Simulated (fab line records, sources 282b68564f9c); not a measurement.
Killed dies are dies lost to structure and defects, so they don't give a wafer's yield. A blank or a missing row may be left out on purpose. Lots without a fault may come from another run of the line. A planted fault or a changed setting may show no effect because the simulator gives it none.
Which tool did it? | flow rit_cmos | 14 lots, 42 wafers sampled, at 4 steps of a route of 202

WHAT THE GAUGES READ, wafer by wafer
RIT_ACTIVE_CD_MEAS_90: target cd 1400 nm. Usual: cd_nm 1400.5 nm, standard deviation 1.9.
lot  | measured    | on        | cd_nm (nm)           | flag
L858 | day 2 08:58 | cd_sem-01 | 1398.8 1400.6 1399.6 |
L859 | day 2 11:02 | cd_sem-02 | 1402.2 1403.3 1403.6 |
L861 | day 2 22:14 | cd_sem-01 | 1398.1 1398.9 1399.8 |
L863 | day 3 09:10 | cd_sem-01 | 1403.6 1403.2 1402.3 |
L864 | day 3 12:22 | cd_sem-01 | 1399.4 1399.1 1398.1 |
L865 | day 3 17:02 | cd_sem-02 | 1400.0 1401.4 1401.0 |
L868 | day 4 09:25 | cd_sem-01 | 1402.3 1401.7 1400.4 |
L869 | day 4 13:49 | cd_sem-02 | 1403.5 1402.3 1402.3 |
L870 | day 4 18:49 | cd_sem-02 | 1401.0 1401.3 1401.3 |
L871 | day 4 23:02 | cd_sem-01 | 1399.3 1401.5 1400.2 |
L874 | day 5 14:05 | cd_sem-01 | 1399.9 1399.1 1400.3 |
L875 | day 5 20:37 | cd_sem-01 | 1403.6 1403.1 1403.5 |
L876 | day 6 00:28 | cd_sem-01 | 1401.3 1401.2 1401.7 |
L877 | day 6 05:20 | cd_sem-02 | 1404.5 1402.9 1400.8 |

RIT_NRETRO_TW_MEAS_10. Usual: NRETRO_TW 1035, standard deviation 6.8.
lot  | measured    | on            | NRETRO_TW      | flag
L858 | day 2 23:25 | film_metro-03 | 1034 1032 1033 |
L859 | day 3 02:32 | film_metro-03 | 1032 1029 1026 |
L861 | day 3 13:05 | film_metro-03 | 1031 1026 1025 |
L863 | day 3 23:47 | film_metro-03 | 1030 1030 1028 |
L864 | day 4 02:57 | film_metro-03 | 1031 1033 1036 |
L865 | day 4 08:06 | film_metro-03 | 1035 1029 1034 |
L868 | day 5 00:26 | film_metro-04 | 1031 1033 1027 |
L869 | day 5 04:14 | film_metro-03 | 1026 1028 1034 |
L870 | day 5 11:49 | film_metro-02 | 1039 1040 1042 |
L871 | day 5 16:08 | film_metro-02 | 1036 1041 1043 |
L874 | day 6 04:42 | film_metro-03 | 1031 1030 1029 |
L875 | day 6 11:46 | film_metro-02 | 1047 1044 1045 |
L876 | day 6 15:08 | film_metro-03 | 1030 1032 1023 |
L877 | day 6 22:14 | film_metro-02 | 1041 1045 1042 |

WHICH TOOL RAN EACH LOT (tool, then ch and the chambers of the sampled wafers, then the start)
lot  | RIT_NWELL_STRIP_09                  | RIT_PWELL_DEVELOP_05
L858 | plasma_asher-04 ch 0,1, day 2 14:34 | litho_track-04, day 2 15:00
L859 | plasma_asher-03 ch 0,1, day 2 17:24 | litho_track-03, day 2 18:00
L861 | plasma_asher-04 ch 0,1, day 3 04:14 | litho_track-01 ch 0, day 3 05:00
L863 | plasma_asher-03 ch 0,1, day 3 14:56 | litho_track-01 ch 0, day 3 16:00
L864 | plasma_asher-01 ch 0,1, day 3 18:07 | litho_track-04 ch 0, day 3 19:00
L865 | plasma_asher-04 ch 0,1, day 3 23:22 | litho_track-01 ch 0, day 4 00:00
L868 | plasma_asher-03 ch 0,1, day 4 15:46 | litho_track-03 ch 0, day 4 16:00
L869 | plasma_asher-03 ch 0,1, day 4 19:28 | litho_track-04 ch 0, day 4 20:00
L870 | plasma_asher-01 ch 0,1, day 5 00:57 | litho_track-04 ch 0, day 5 02:00
L871 | plasma_asher-01 ch 0,1, day 5 07:16 | litho_track-03 ch 0, day 5 08:00
L874 | plasma_asher-01 ch 0,1, day 5 19:59 | litho_track-03 ch 0, day 5 20:00
L875 | plasma_asher-03 ch 0,1, day 6 03:10 | litho_track-04 ch 0, day 6 04:00
L876 | plasma_asher-01 ch 0,1, day 6 06:01 | litho_track-04 ch 0, day 6 07:00
L877 | plasma_asher-01 ch 0,1, day 6 13:31 | litho_track-04 ch 0, day 6 14:00
- RIT_NWELL_STRIP_09: strips in O2, time 180 s.
- RIT_PWELL_DEVELOP_05: develop time 68 s.

WHAT THE TOOLS THEMSELVES READ (means of the sampled wafers that have a number; where no wafer has one, the mark that the record gives instead)
RIT_NWELL_STRIP_09. Usual: drypump_motor_current_A 5.8 A, standard deviation 0.66.
lot  | tool            | drypump_motor_current_A (A) | flag
L858 | plasma_asher-04 | 5.1                         |
L859 | plasma_asher-03 | 6.6                         |
L861 | plasma_asher-04 | 5.2                         |
L863 | plasma_asher-03 | 6.6                         |
L864 | plasma_asher-01 | 5.4                         |
L865 | plasma_asher-04 | 5.2                         |
L868 | plasma_asher-03 | 6.5                         |
L869 | plasma_asher-03 | 6.5                         |
L870 | plasma_asher-01 | 5.5                         |
L871 | plasma_asher-01 | 5.5                         |
L874 | plasma_asher-01 | 5.4                         |
L875 | plasma_asher-03 | 6.5                         |
L876 | plasma_asher-01 | 5.5                         |
L877 | plasma_asher-01 | 5.4                         |

RIT_PWELL_DEVELOP_05. Usual: chill_plate_temp_C 22.99 C, standard deviation 0.11; developer_temp_C 23.01 C, standard deviation 0.1.
lot  | tool           | chill_plate_temp_C (C) | developer_temp_C (C) | flag
L858 | litho_track-04 | -                      | -                    | OFF
L859 | litho_track-03 | -                      | -                    | OFF
L861 | litho_track-01 | 22.79                  | 23.12                |
L863 | litho_track-01 | 22.91                  | 22.97                |
L864 | litho_track-04 | 23.02                  | 23.10                |
L865 | litho_track-01 | 22.96                  | 23.07                |
L868 | litho_track-03 | 22.98                  | 23.02                |
L869 | litho_track-04 | 23.16                  | 23.00                |
L870 | litho_track-04 | 23.17                  | 22.96                |
L871 | litho_track-03 | 22.95                  | 22.86                |
L874 | litho_track-03 | 23.01                  | 23.13                |
L875 | litho_track-04 | 23.18                  | 22.89                |
L876 | litho_track-04 | 22.95                  | 22.97                |
L877 | litho_track-04 | 23.04                  | 22.87                |

THE ANSWER, worked out from the rows above alone
Rule: a lot is off if the mean of its wafers that have a number lies more than 3 standard deviations from the usual mean. A lot without any number at a reading at which 4 lots or more have one is off too. The other lots that the step has rows for count as sound. The gauges are gone through in route order, then the tools' own readings, and for those a lot's mean is taken as printed above. The first step at which some lot is off is used, and at that step the reading that is off furthest; a lot without a number counts as furthest.
Off: L858, L859, at RIT_PWELL_DEVELOP_05 (chill_plate_temp_C). Without a number there: L858, L859.
A tool fits if, at that step or a process step before it, it ran every lot that is off, and no sound lot after the first of them. None of those tried fits.

WHAT THE SIMULATOR HAD PUT IN
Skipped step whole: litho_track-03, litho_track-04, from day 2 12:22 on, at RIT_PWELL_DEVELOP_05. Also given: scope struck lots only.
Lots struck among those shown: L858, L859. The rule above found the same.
